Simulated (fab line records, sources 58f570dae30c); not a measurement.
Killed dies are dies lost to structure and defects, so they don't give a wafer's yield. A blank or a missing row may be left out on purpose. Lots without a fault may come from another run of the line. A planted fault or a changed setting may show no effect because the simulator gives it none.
fab line records | flow berkeley_cmos170
record lots=7 wafers=21 last_day=10
route steps=331 shown PWELL@53 WELLDRIVE@55 ACTIVE@60
lots that met no fault: from a run of the same line without faults
start_h: hours from the record's first day to the start of the lot's first wafer shown | wait_h: hours since the lot's step before | " the same as in the row above | L1.1+2: a row that stands for several wafers | - no value, or no start given | * or withheld: withheld | < > ~ a bound
route shown NAME@n: a module of which the file shows steps, and the number in the route of the first | usual: mean/standard deviation of fault-free wafers | same: alike in all rows | chamber/n: place in a boat | sites: the reading at each site | _std_site: their standard deviation | _edge_site: outer sites' mean less inner sites' | radius_mm: how far each site lies from the wafer's centre | mask NAME#n: copy n | behind: the tool/chamber that last shaped the wafer | hold: why the lot was held/for how many hours/how that ended | device: the transistor (n, p or np) that didn't switch | end of line: the same wafers' tests at the end of the route | a step without rows: its recipe alone | killed: dies lost to structure and defects at the first sort, not the wafer's yield | map: a wafer's dies, x killed, . not, _ none there
set.NAME: the setting as run; set.NAME@STEP: as run at that earlier step | model.NAME: the simulator's own value behind a step, which no gauge read
lots at some steps of the route; a table a step, a row a wafer
services: from which hour (start_h, from the record's first day; less than 0 if before it) a tool's chamber was out of use, for how many hours, and why
## steps
# step UCB170_PWELL_WET_ETCH_19
# recipe chemistry=H3PO4 target=Si3N4 temp_c=160 time_s=14400
# step UCB170_PWELL_WET_ETCH_20
# recipe chemistry=BOE dilution=5:1 target=SiO2 temp_c=25 time_s=22
# step UCB170_WELLDRIVE_CLEAN_00
# recipe chemistry=SPM temp_c=120 time_s=600
# step UCB170_WELLDRIVE_OXIDATION_01
# recipe temp_c=1100 ambient=O2 target_thk_a=1990 ox_time_s=9000
# step UCB170_WELLDRIVE_THK_MEAS_02
# recipe reads=SiO2_of_WELLDRIVE_OXIDATION_01
# usual WELLDRIVE_OXIDE_THK=200/4.4
# columns lot.wafer tool chamber start_h wait_h WELLDRIVE_OXIDE_THK[nm]
L858.2 film_metro-04 - 75.71 0.0 192
L858.3 " - " " 192
L858.5 " - " " 190
L861.1 film_metro-04 - 99.81 0.0 198
L861.3 " - " " 200
L861.5 " - " " 203
L864.4 film_metro-03 - 107.86 0.0 200
L864.5 " - " " 200
L864.6 " - " " 200
L866.1 film_metro-02 - 118.70 0.0 209
L866.3 " - " " 214
L866.6 " - " " 209
L870.2 film_metro-04 - 139.95 0.0 199
L870.4 " - " " 201
L870.6 " - " " 200
L871.1 film_metro-04 - 145.10 0.0 201
L871.2 " - " " 194
L871.4 " - " " 194
L872.4 film_metro-03 - 145.13 0.0 194
L872.5 " - " " 195
L872.6 " - " " 194
# step UCB170_WELLDRIVE_ANNEAL_03
# recipe temp_c=1100 time_s=900 ambient=N2
# step UCB170_WELLDRIVE_WET_ETCH_04
# recipe chemistry=BOE dilution=5:1 target=SiO2 temp_c=25 time_s=120
# step UCB170_ACTIVE_CLEAN_00
# recipe chemistry=SPM temp_c=120 time_s=600
# step UCB170_ACTIVE_CLEAN_01
# recipe chemistry=dHF dilution=25:1 time_s=60
# step UCB170_ACTIVE_OXIDATION_02
# recipe temp_c=1000 ambient=O2 target_thk_a=264 ox_time_s=1260
# step UCB170_ACTIVE_THK_MEAS_03
# recipe reads=SiO2_of_ACTIVE_OXIDATION_02
# usual ACTIVE_OXIDE_THK=26.4/0.42
# columns lot.wafer tool chamber start_h wait_h ACTIVE_OXIDE_THK[nm]
L858.2 film_metro-02 - 86.89 0.0 26.4
L858.3 " - " " 26.5
L858.5 " - " " 26.8
L861.1 film_metro-03 - 106.68 0.0 26.4
L861.3 " - " " 26.2
L861.5 " - " " 26.0
L864.4 film_metro-02 - 117.91 0.0 26.2
L864.5 " - " " 25.9
L864.6 " - " " 25.8
L866.1 film_metro-01 - 126.15 0.0 26.2
L866.3 " - " " 26.2
L866.6 " - " " 26.3
L870.2 film_metro-03 - 150.63 0.0 27.0
L870.4 " - " " 26.4
L870.6 " - " " 26.3
L871.1 film_metro-03 - 150.68 0.1 27.5
L871.2 " - " " 27.6
L871.4 " - " " 27.4
L872.4 film_metro-01 - 150.69 0.1 26.7
L872.5 " - " " 26.6
L872.6 " - " " 26.8
# step UCB170_ACTIVE_ANNEAL_04
# recipe temp_c=1000 time_s=900 ambient=N2
# step UCB170_ACTIVE_CVD_05
# recipe material=Si3N4 target_thk_nm=220 temp_c=800 precursor=SiH2Cl2/NH3 time_s=3300 pressure_mtorr=200 sih2cl2_flow_sccm=25 nh3_flow_sccm=75
# usual pressure_mtorr=200.1/0.44 sih2cl2_flow_sccm=25.01/0.08 zone_power_centre_pct=37.3/2.4
# columns lot.wafer tool chamber start_h wait_h pressure_mtorr sih2cl2_flow_sccm zone_power_centre_pct model.Si3N4_of_ACTIVE_CVD_05.thk_nm
L858.2 lpcvd-02 0 91.22 0.0 199.8 24.88 36.8 220.6
L858.3 " 0 " " 199.5 24.84 36.6 222.1
L858.5 " 0 " " 199.7 24.93 36.9 222.2
L861.1 lpcvd-01 1 112.42 0.0 199.9 25.03 40.7 214.8
L861.3 " 1 " " 199.5 24.93 40.7 214.2
L861.5 " 1 " " 199.4 24.99 40.1 214
L864.4 lpcvd-01 0 122.57 0.7 199.6 24.88 36.0 221.5
L864.5 " 0 " " 201.1 25.00 35.3 219.4
L864.6 " 0 " " 200.2 24.81 36.1 220.1
L866.1 lpcvd-02 1 131.01 0.8 200.4 25.00 34.3 221.7
L866.3 " 1 " " 200.5 25.13 34.8 219.3
L866.6 " 1 " " 200.3 25.00 33.8 220.5
L870.2 lpcvd-01 0 155.57 0.0 200.6 25.07 36.3 273.9
L870.4 " 0 " " 200.1 24.87 36.2 273.4
L870.6 " 0 " " 199.9 25.05 36.2 272.9
L871.1 lpcvd-01 1 155.57 0.0 199.4 24.92 40.5 276.2
L871.2 " 1 " " 199.8 25.02 40.8 275.2
L871.4 " 1 " " 200.0 25.02 41.3 275
L872.4 lpcvd-01 0 155.57 0.0 199.7 25.01 36.0 273.4
L872.5 " 0 " " 200.4 24.99 36.2 272.9
L872.6 " 0 " " 200.0 25.07 35.9 275.7
# step UCB170_ACTIVE_THK_MEAS_06
# recipe reads=Si3N4_of_ACTIVE_CVD_05
# usual ACTIVE_NITRIDE_THK=220.6/2.7
# columns lot.wafer tool chamber start_h wait_h hold ACTIVE_NITRIDE_THK[nm]
L858.2 film_metro-02 - 93.15 0.0 - 220.6
L858.3 " - " " - 222.0
L858.5 " - " " - 222.1
L861.1 film_metro-02 - 114.34 0.0 - 214.9
L861.3 " - " " - 214.2
L861.5 " - " " - 214.1
L864.4 film_metro-03 - 125.47 0.0 - 221.5
L864.5 " - " " - 219.3
L864.6 " - " " - 220.1
L866.1 film_metro-03 - 132.92 0.0 - 221.7
L866.3 " - " " - 219.3
L866.6 " - " " - 220.4
L871.1 film_metro-03 - 157.49 0.0 await_dispo/0.2h/release 276.3
L871.2 " - " " await_dispo/0.2h/release 275.2
L871.4 " - " " await_dispo/0.2h/release 275.0
L871.1 film_metro-03 - 157.72 0.2 - 276.1
L871.2 " - " " - 275.0
L871.4 " - " " - 275.1
L870.2 film_metro-01 - 157.50 0.0 await_dispo/0.2h/release 273.9
L870.4 " - " " await_dispo/0.2h/release 273.4
L870.6 " - " " await_dispo/0.2h/release 272.7
L870.2 film_metro-01 - 157.73 0.2 - 273.9
L870.4 " - " " - 273.2
L870.6 " - " " - 272.9
L872.4 film_metro-02 - 157.52 0.0 await_dispo/0.2h/release 273.2
L872.5 " - " " await_dispo/0.2h/release 272.8
L872.6 " - " " await_dispo/0.2h/release 275.6
L872.4 film_metro-02 - 157.85 0.3 - 273.5
L872.5 " - " " - 272.8
L872.6 " - " " - 275.7
# step UCB170_ACTIVE_COAT_08
# recipe resist=KrF spin_rpm=1500 resist_thk_nm=900
# step UCB170_ACTIVE_SOFTBAKE_09
# recipe resist=KrF temp_c=130 time_s=60
# step UCB170_ACTIVE_EXPOSE_10
# recipe mask_id=ACTIVE target_cd_nm=1200 na=0.5 sigma_outer=0.6 source_shape=conventional dose_mj=20
# step UCB170_ACTIVE_PEB_11
# recipe peb_temp_c=130 peb_time_s=withheld resist=KrF
# step UCB170_ACTIVE_DEVELOP_12
# recipe developer=TMAH develop_time_s=45 resist=KrF dev_temp_c=21
# step UCB170_ACTIVE_CD_MEAS_13
# recipe target_cd_nm=1200
# usual cd_nm=1199.9/1.6
# columns lot.wafer tool chamber start_h wait_h cd_nm
L858.2 cd_sem-01 - 100.18 - 1200.4
L858.3 " - " " 1200.6
L858.5 " - " " 1201.4
L861.1 cd_sem-02 - 115.74 - 1201.0
L861.3 " - " " 1199.9
L861.5 " - " " 1200.7
L864.4 cd_sem-02 - 126.82 - 1197.3
L864.5 " - " " 1195.9
L864.6 " - " " 1197.2
L866.1 cd_sem-01 - 134.65 - 1200.1
L866.3 " - " " 1200.9
L866.6 " - " " 1200.6
L871.1 cd_sem-01 - 160.27 - 1199.3
L871.2 " - " " 1198.0
L871.4 " - " " 1198.1
L870.2 cd_sem-02 - 160.81 - 1201.2
L870.4 " - " " 1202.1
L870.6 " - " " 1201.8
L872.4 cd_sem-01 - 164.72 - 1201.7
L872.5 " - " " 1201.2
L872.6 " - " " 1201.2
# step UCB170_ACTIVE_OVL_MEAS_14
# usual ACTIVE_OVL=0/5.8
# columns lot.wafer tool chamber start_h wait_h ACTIVE_OVL[nm]
L858.2 overlay-02 - 100.29 0.1 -3
L858.3 " - " " -6
L858.5 " - " " 5
L861.1 overlay-02 - 115.86 0.1 3
L861.3 " - " " 2
L861.5 " - " " 1
L864.4 overlay-01 - 126.90 0.1 -4
L864.5 " - " " 7
L864.6 " - " " -9
L866.1 overlay-01 - 134.77 0.1 2
L866.3 " - " " 9
L866.6 " - " " 17
L871.1 overlay-01 - 160.39 0.1 -9
L871.2 " - " " -2
L871.4 " - " " -4
L870.2 overlay-02 - 160.92 0.1 3
L870.4 " - " " 4
L870.6 " - " " -8
L872.4 overlay-02 - 164.80 0.1 -2
L872.5 " - " " 6
L872.6 " - " " 3
# step UCB170_ACTIVE_ETCH_15
# recipe chemistry=CH3F/Ar/O2 target=Si3N4 stop_on=SiO2 CH3F_flow_sccm=20 Ar_flow_sccm=50 O2_flow_sccm=7 pressure_mtorr=50 rf_w=443.3 target_depth_a=2420 over_etch_frac=0.1 time_s=151
# usual CH3F_flow_sccm=19.99/0.061 drypump_motor_current_A=5.9/0.42 mfc_ar_sccm=50.00/0.15 oes_product_au=0.949/0.015 rf_fwd_power_W=441.5/1.3 throttle_valve_pct=8.11/0.1
# columns lot.wafer tool chamber start_h wait_h CH3F_flow_sccm drypump_motor_current_A mfc_ar_sccm oes_product_au rf_fwd_power_W rf_hours_counter_h throttle_valve_pct model.etch.depth_nm
L858.2 rie_diel-04 3 100.32 0.0 19.99 5.4 50.33 0.963 442.0 20 8.08 220.6
L858.3 " 1 " " 20.12 5.5 49.91 0.939 438.4 38 8.07 222.1
L858.5 " 0 " " 19.86 5.6 50.08 0.949 440.1 - 8.17 222.2
L861.1 rie_diel-01 2 115.89 0.0 19.97 5.8 50.01 0.949 441.4 17 8.19 214.8
L861.3 " 0 " " 20.01 6.0 49.78 0.925 442.1 - 7.95 214.2
L861.5 " 0 " " 19.88 6.0 49.61 0.921 440.9 - 7.97 214
L864.4 rie_diel-02 3 126.92 0.0 20.06 6.5 49.91 0.947 439.2 82 8.05 221.5
L864.5 " 2 " " 20.04 6.1 50.12 0.947 441.2 - 8.35 219.4
L864.6 " 1 " " 19.95 6.5 49.82 0.972 442.6 - 8.00 220.1
L866.1 rie_diel-02 0 134.80 0.0 20.00 5.8 50.06 0.946 439.9 126 8.20 221.7
L866.3 " 2 " " 19.92 6.0 50.00 0.948 439.9 40 8.33 219.3
L866.6 " 2 " " 20.01 6.0 50.24 0.957 440.0 - 8.34 220.5
L871.1 rie_diel-02 2 160.42 0.0 20.03 6.0 50.28 1.014 444.0 42 8.35 242
L871.2 " 0 " " 20.00 5.8 50.05 1.001 441.3 128 8.19 240.2
L871.4 " 1 " " 19.93 6.5 49.70 1.018 443.3 55 8.00 237.4
L870.2 rie_diel-04 0 160.95 0.0 19.96 5.5 50.07 1.016 443.1 17 8.18 244.8
L870.4 " 1 " " 19.95 5.6 49.86 0.997 440.4 41 8.05 241.3
L870.6 " 0 " " 19.99 5.6 50.03 1.019 442.9 - 8.19 244.5
L872.4 rie_diel-01 0 164.87 0.1 20.01 6.0 49.87 1.005 441.9 - 7.96 238.9
L872.5 " 1 " " 19.96 5.3 50.19 0.974 443.1 - 8.04 239.8
L872.6 " 3 " " 19.92 6.4 50.21 1.017 441.7 - 8.14 242.4
# step UCB170_ACTIVE_STRIP_16
# recipe chemistry=O2 power_w=400 pressure_mtorr=3500 platen_temp_c=withheld o2_flow_sccm=400 overash_fraction=0.5
# usual drypump_motor_current_A=5.5/0.57 oes_product_au=0.722/0.0043 strip_time_to_endpoint_s=18.14/0.075
# columns lot.wafer tool chamber start_h wait_h drypump_motor_current_A oes_product_au rf_hours_counter_h strip_time_to_endpoint_s
L858.2 plasma_asher-04 1 100.42 0.1 5.3 0.715 38 18.08
L858.3 " 0 " " 4.6 0.729 - 18.20
L858.5 " 0 " " 4.6 0.724 - 18.12
L861.1 plasma_asher-01 1 116.04 0.1 6.1 0.721 39 18.24
L861.3 " 0 " " 5.7 0.721 - 18.19
L861.5 " 0 " " 5.7 0.722 - 18.20
L864.4 plasma_asher-04 1 127.05 0.1 5.3 0.722 - 18.07
L864.5 " 0 " " 4.6 0.731 - 18.06
L864.6 " 1 " " 5.3 0.722 - 18.17
L866.1 plasma_asher-01 0 134.90 0.1 5.7 0.717 42 18.10
L866.3 " 1 " " 6.1 0.719 - 18.04
L866.6 " 0 " " 5.7 0.721 - 18.07
L871.1 plasma_asher-04 1 160.55 0.1 5.3 0.723 46 18.12
L871.2 " 0 " " 4.6 0.723 46 18.18
L871.4 " 1 " " 5.3 0.718 - 18.14
L870.2 plasma_asher-02 1 161.12 0.1 6.3 0.718 5 18.02
L870.4 " 1 " " 6.2 0.723 - 18.13
L870.6 " 0 " " 5.8 0.730 - 18.04
L872.4 plasma_asher-02 1 164.95 0.0 6.3 0.728 - 18.16
L872.5 " 1 " " 6.2 0.719 - 18.20
L872.6 " 0 " " 5.8 0.722 - 18.13
## services
# columns tool chamber start_h hours kind
plasma_asher-04 - 79.56 1.8 repair
rie_diel-04 2 81.29 7.2 repair
rie_diel-04 - 83.23 0.4 repair
plasma_asher-04 - 84.51 0.8 repair
plasma_asher-02 - 85.51 7.1 repair
rie_diel-01 3 85.84 4.1 repair
plasma_asher-01 - 89.47 2.4 repair
rie_diel-01 3 89.99 - clean
rie_diel-01 3 89.99 30.0 scheduled_down
rie_diel-01 3 89.99 30.0 vent_cycle
rie_diel-01 1 103.90 20.6 repair
plasma_asher-02 - 108.75 9.0 pm
plasma_asher-02 0 108.75 9.0 vent_cycle
plasma_asher-02 1 108.75 9.0 vent_cycle
rie_diel-04 - 114.88 2.5 repair
plasma_asher-02 0 117.75 - clean
plasma_asher-02 1 117.75 - clean
rie_diel-01 3 120.03 9.3 repair
plasma_asher-01 - 148.51 0.3 repair
rie_diel-01 2 155.15 9.8 repair
## key
first_sign step=UCB170_ACTIVE_THK_MEAS_06 reading=visit direction=added
effect step=UCB170_ACTIVE_THK_MEAS_06 reading=ACTIVE_NITRIDE_THK direction=up sigmas=20 usual=220.6 struck=274.2
effect step=UCB170_ACTIVE_ETCH_15 reading=oes_product_au direction=up sigmas=4 usual=0.949 struck=1.007
model_effect step=UCB170_ACTIVE_CVD_05 value=Si3N4_of_ACTIVE_CVD_05.thk_nm without=219.3 struck=274.3
model_effect step=UCB170_ACTIVE_ETCH_15 value=etch.depth_nm without=219.3 struck=241.3
met_at UCB170_ACTIVE_CVD_05
struck_wafers L870.2,L870.4,L870.6,L871.1,L871.2,L871.4,L872.4,L872.5,L872.6
later_rows_left_out L870.2,L870.4,L870.6,L871.1,L871.2,L871.4,L872.4,L872.5,L872.6
sort_left_out L870.2,L870.4,L870.6,L871.1,L871.2,L871.4,L872.4,L872.5,L872.6
tester_left_out L870,L871,L872
onset_between 122.57 155.57
also_fits time
fault kind=process_parameter_drift tool=lpcvd-01 chamber=- onset_h=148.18 steps=UCB170_ACTIVE_CVD_05 channel=target_thk_nm offset=55 shape=step end_h=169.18 acts_in=these_recipes_only stated=220
# tester_left_out: of these lots the tester's yield and bins aren't shown, on N5 and GAA mostly nor the transistor test; their killed dies are dies lost to structure and defects alone, not to doping, threshold or leakage, so they don't give the yield
# sort_left_out: the simulated sort isn't trusted on such a fault, so these wafers' sort isn't shown, and their yield isn't known
# later_rows_left_out: the simulator's readings of these wafers behind a module that went badly wrong aren't trusted and aren't shown, but for the sort
